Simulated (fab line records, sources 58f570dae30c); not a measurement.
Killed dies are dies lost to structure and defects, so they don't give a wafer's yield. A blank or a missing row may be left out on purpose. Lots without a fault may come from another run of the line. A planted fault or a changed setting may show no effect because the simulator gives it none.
Which tool did it? | flow berkeley_cmos170 | 14 lots, 42 wafers sampled, at 4 steps of a route of 331

WHAT THE GAUGES READ, wafer by wafer
UCB170_START_THK_MEAS_03.
lot  | measured    | on            | START_OXIDE_THK (nm)
L363 | day 1 17:04 | film_metro-02 | 19.6 19.6 19.5
L368 | day 2 12:50 | film_metro-02 | 19.3 19.4 19.6
L369 | day 2 23:54 | film_metro-01 | 20.3 20.0 20.0
L370 | day 2 23:55 | film_metro-02 | 20.1 20.0 20.1
L372 | day 3 11:22 | film_metro-01 | 20.2 20.0 20.0
L373 | day 3 17:14 | film_metro-01 | 20.2 19.9 20.2
L374 | day 3 23:04 | film_metro-01 | 20.0 19.7 20.0
L376 | day 4 08:25 | film_metro-01 | 20.9 21.0 20.8
L380 | day 5 04:52 | film_metro-02 | 20.0 19.9 20.2
L382 | day 5 16:28 | film_metro-02 | 20.0 20.0 19.9
L383 | day 5 16:28 | film_metro-01 | 19.8 19.6 19.7
L384 | day 6 01:33 | film_metro-01 | 20.1 20.5 20.3
L385 | day 6 07:29 | film_metro-01 | 20.6 20.6 20.7
L386 | day 6 07:32 | film_metro-02 | 20.0 20.2 20.1

UCB170_NWELL_THK_MEAS_02.
lot  | measured    | on            | NWELL_OXIDE_THK (nm)
L363 | day 2 09:52 | film_metro-01 | 23.9 23.3 23.4
L368 | day 2 22:30 | film_metro-03 | 25.3 25.2 25.5
L369 | day 3 09:52 | film_metro-01 | 23.7 24.0 23.4
L370 | day 3 09:53 | film_metro-02 | 24.8 24.3 24.8
L372 | day 4 00:27 | film_metro-03 | 24.1 23.4 24.4
L373 | day 4 08:01 | film_metro-03 | 23.5 23.7 23.6
L374 | day 4 17:06 | film_metro-02 | 24.3 24.6 24.4
L376 | day 5 02:05 | film_metro-01 | 24.4 23.8 23.9
L380 | day 5 19:34 | film_metro-01 | 24.7 25.1 25.1
L382 | day 6 03:40 | film_metro-03 | 24.4 24.4 24.2
L383 | day 6 03:40 | film_metro-02 | 24.8 24.7 24.7
L384 | day 6 13:17 | film_metro-03 | 25.1 24.8 25.4
L385 | day 6 21:58 | film_metro-02 | 24.3 24.3 23.8
L386 | day 6 21:59 | film_metro-01 | 24.3 24.5 24.2

UCB170_ACTIVE_THK_MEAS_03.
lot  | measured    | on            | ACTIVE_OXIDE_THK (nm)
L363 | day 4 23:13 | film_metro-02 | 26.9 26.6 27.0
L368 | day 5 12:13 | film_metro-02 | 27.1 26.9 26.8
L369 | day 5 20:53 | film_metro-02 | 26.8 26.9 26.8
L370 | day 5 20:54 | film_metro-01 | 26.2 26.0 26.0
L372 | day 6 10:36 | film_metro-01 | 25.6 25.7 25.8
L373 | day 6 16:51 | film_metro-01 | 26.9 26.6 26.7
L380 | day 8 04:59 | film_metro-02 | 26.2 26.2 26.1
L382 | day 8 19:53 | film_metro-02 | 26.0 26.4 25.7
L383 | day 8 19:53 | film_metro-01 | 25.9 26.2 26.3
L384 | day 8 19:53 | film_metro-04 | 26.5 26.8 26.4
L385 | day 9 06:02 | film_metro-01 | 26.5 26.4 26.5
L386 | day 9 06:03 | film_metro-04 | 26.5 26.4 26.2

WHICH TOOL RAN EACH LOT (tool, then ch and the chambers of the sampled wafers, then the start)
lot  | UCB170_PWELL_PEB_11
L363 | litho_track-04 ch 0, day 3 17:00
L368 | litho_track-01 ch 0, day 4 04:23
L369 | litho_track-01 ch 0, day 4 22:14
L370 | litho_track-03 ch 0, day 4 22:29
L372 | litho_track-04 ch 0, day 5 10:43
L373 | litho_track-03 ch 0, day 5 17:06
L374 | litho_track-01, day 6 03:44
L376 | litho_track-03, day 6 03:58
L380 | litho_track-01 ch 0, day 7 03:20
L382 | litho_track-03 ch 0, day 7 11:19
L383 | litho_track-04 ch 0, day 7 11:16
L384 | litho_track-01 ch 0, day 7 22:04
L385 | litho_track-01 ch 0, day 8 08:39
L386 | litho_track-03 ch 0, day 8 08:04
- UCB170_PWELL_PEB_11

WHAT THE TOOLS THEMSELVES READ (means of the sampled wafers that have a number; where no wafer has one, the mark that the record gives instead)
UCB170_PWELL_PEB_11.
lot  | tool           | chill_plate_temp_C (C) | exhaust_pa (Pa) | heater_power_total_W (W) | plate_temp_C (C)
L363 | litho_track-04 | 23.04                  | 44.3            | 56.78                    | 129.76
L368 | litho_track-01 | 22.97                  | 44.4            | 56.83                    | 130.03
L369 | litho_track-01 | 23.04                  | 44.4            | 56.81                    | 130.00
L370 | litho_track-03 | 23.11                  | 44.5            | 56.79                    | 129.95
L372 | litho_track-04 | 22.94                  | 45.1            | 56.85                    | 130.13
L373 | litho_track-03 | 23.04                  | 45.2            | 56.78                    | 129.81
L374 | litho_track-01 | -                      | -               | -                        | -
L376 | litho_track-03 | -                      | -               | -                        | -
L380 | litho_track-01 | 22.85                  | 44.6            | 56.80                    | 130.00
L382 | litho_track-03 | 22.95                  | 46.0            | 56.83                    | 129.80
L383 | litho_track-04 | 22.99                  | 44.6            | 56.75                    | 130.03
L384 | litho_track-01 | 23.11                  | 44.2            | 56.82                    | 130.08
L385 | litho_track-01 | 23.00                  | 43.7            | 56.80                    | 129.88
L386 | litho_track-03 | 22.91                  | 44.8            | 56.76                    | 129.91

THE ANSWER, worked out from the rows above alone
Rule: what is usual is taken from the lots themselves. Put in order of their means at a reading, lots are off if they are a third of the lots or fewer, leave a main group of 4 or more, and stand apart from it by a gap of 3 or more times the standard deviation of the main group's means; of several such gaps the widest counts. A main group whose means are all the same, to the digits that the tables above print for the reading, isn't used. A lot without any number at a reading at which 4 lots or more have one is off too. The other lots that the step has rows for count as sound. The gauges are gone through in route order, then the tools' own readings, and for those a lot's mean is taken as printed above. The first step at which some lot is off is used, and at that step the reading that is off furthest; a lot without a number counts as furthest.
Off: L374, L376, at UCB170_PWELL_PEB_11 (chill_plate_temp_C). Without a number there: L374, L376. The main group: mean 23.00 C, standard deviation 0.074.
A tool fits if, at that step or a process step before it, it ran every lot that is off, and no sound lot after the first of them. None of those tried fits.

WHAT THE SIMULATOR HAD PUT IN
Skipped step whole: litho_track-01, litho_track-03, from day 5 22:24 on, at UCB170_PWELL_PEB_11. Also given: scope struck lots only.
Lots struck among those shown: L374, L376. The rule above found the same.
